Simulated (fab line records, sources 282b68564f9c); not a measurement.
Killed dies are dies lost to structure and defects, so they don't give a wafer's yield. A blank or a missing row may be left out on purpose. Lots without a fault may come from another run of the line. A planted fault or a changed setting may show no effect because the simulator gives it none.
A struck lot beside a sound one | flow rit_cmos | 19 steps out of a route of 202
Sound: wafers L635.2, L635.3, L635.5. Struck: wafers L647.3, L647.4, L647.5. The cause comes at the end.
At each step with rows: each side's tool, then ch and its chambers, then its first start. Under that, the readings that differ: sound wafers | struck wafers | difference of the means | sigmas: that difference in standard deviations of wafers without a fault.
alike: readings whose means differ by less than 2 such deviations, and words and numbers that are the same on both sides. not compared: withheld readings, readings that some wafer has no value for, bounds like >300 that may hide the same value, and numbers for which the record gives no deviation and whose values overlap.
The two part at a step that has a row with sigmas, a row that says differs or no value, or rows on one side only. Numbers that don't overlap but have no deviation are shown without sigmas and don't part them. A reading that every wafer of one side lacks parts them only if that side has two wafers or more.

first, 2 steps without rows for these wafers: RIT_PWELL_HARDBAKE_07 (time 120 s); RIT_PWELL_IMPLANT_08.
RIT_PWELL_STRIP_09: strips in O2, time 180 s.
  sound on plasma_asher-03 ch 0,1, day 2 23:15; struck on plasma_asher-02 ch 0,1, day 5 09:05
  alike: drypump_motor_current_A
  not compared: rf_hours_counter_h
RIT_PWELL_TW_MEAS_10:
  sound on film_metro-03, day 2 23:26; struck on film_metro-02, day 5 09:14
  alike: PWELL_TW
then, 1 step without rows for these wafers: RIT_WELLDRIVE_ANNEAL_00 (time 14700 s).
RIT_WELLDRIVE_RS_MEAS_01: measures by four-point-probe.
  sound on film_metro-01, day 3 05:10; struck on film_metro-01, day 5 17:12
  alike: NWELL_RS
RIT_WELLDRIVE_RS_MEAS_02: measures by four-point-probe.
  sound on film_metro-01, day 3 05:17; struck on film_metro-01, day 5 17:19
  alike: PWELL_RS
then, 5 steps without rows for these wafers: RIT_NRETRO_HMDS_00 (prime time 60 s); RIT_NRETRO_COAT_01 (resist thk 1300 nm); RIT_NRETRO_SOFTBAKE_02 (time 60 s); RIT_NRETRO_EXPOSE_03 (exposes mask M4, target cd 43900 nm); RIT_NRETRO_PEB_04.
RIT_NRETRO_DEVELOP_05: develop time 68 s.
  sound on litho_track-01 ch 0, day 3 06:00; struck on litho_track-03 ch 0, day 5 18:00
RIT_NRETRO_OVL_MEAS_06:
  sound on overlay-02, day 3 06:29; struck on overlay-01, day 5 18:17
  alike: NRETRO_OVL
then, 2 steps without rows for these wafers: RIT_NRETRO_HARDBAKE_07 (time 120 s); RIT_NRETRO_IMPLANT_08.
RIT_NRETRO_STRIP_09: strips in O2, time 180 s.
  sound on plasma_asher-03 ch 0,1, day 3 06:55; struck on plasma_asher-02 ch 0,1, day 5 18:46
  alike: drypump_motor_current_A
  not compared: rf_hours_counter_h
RIT_NRETRO_TW_MEAS_10:
  sound on film_metro-04, day 3 07:06; struck on film_metro-02, day 5 19:08
  reading   | sound          | struck      | difference | sigmas
  NRETRO_TW | 1036 1036 1046 | 229 223 230 | -812       | -83
  not compared: hold
RIT_M1_PROBE_99:
  the record has rows for the sound wafers here (prober-02, day 4 14:16) and none for the struck ones

WHERE THEY PART
First at RIT_NRETRO_TW_MEAS_10; last, within this record, at RIT_M1_PROBE_99.

WHY: what the simulator had put in
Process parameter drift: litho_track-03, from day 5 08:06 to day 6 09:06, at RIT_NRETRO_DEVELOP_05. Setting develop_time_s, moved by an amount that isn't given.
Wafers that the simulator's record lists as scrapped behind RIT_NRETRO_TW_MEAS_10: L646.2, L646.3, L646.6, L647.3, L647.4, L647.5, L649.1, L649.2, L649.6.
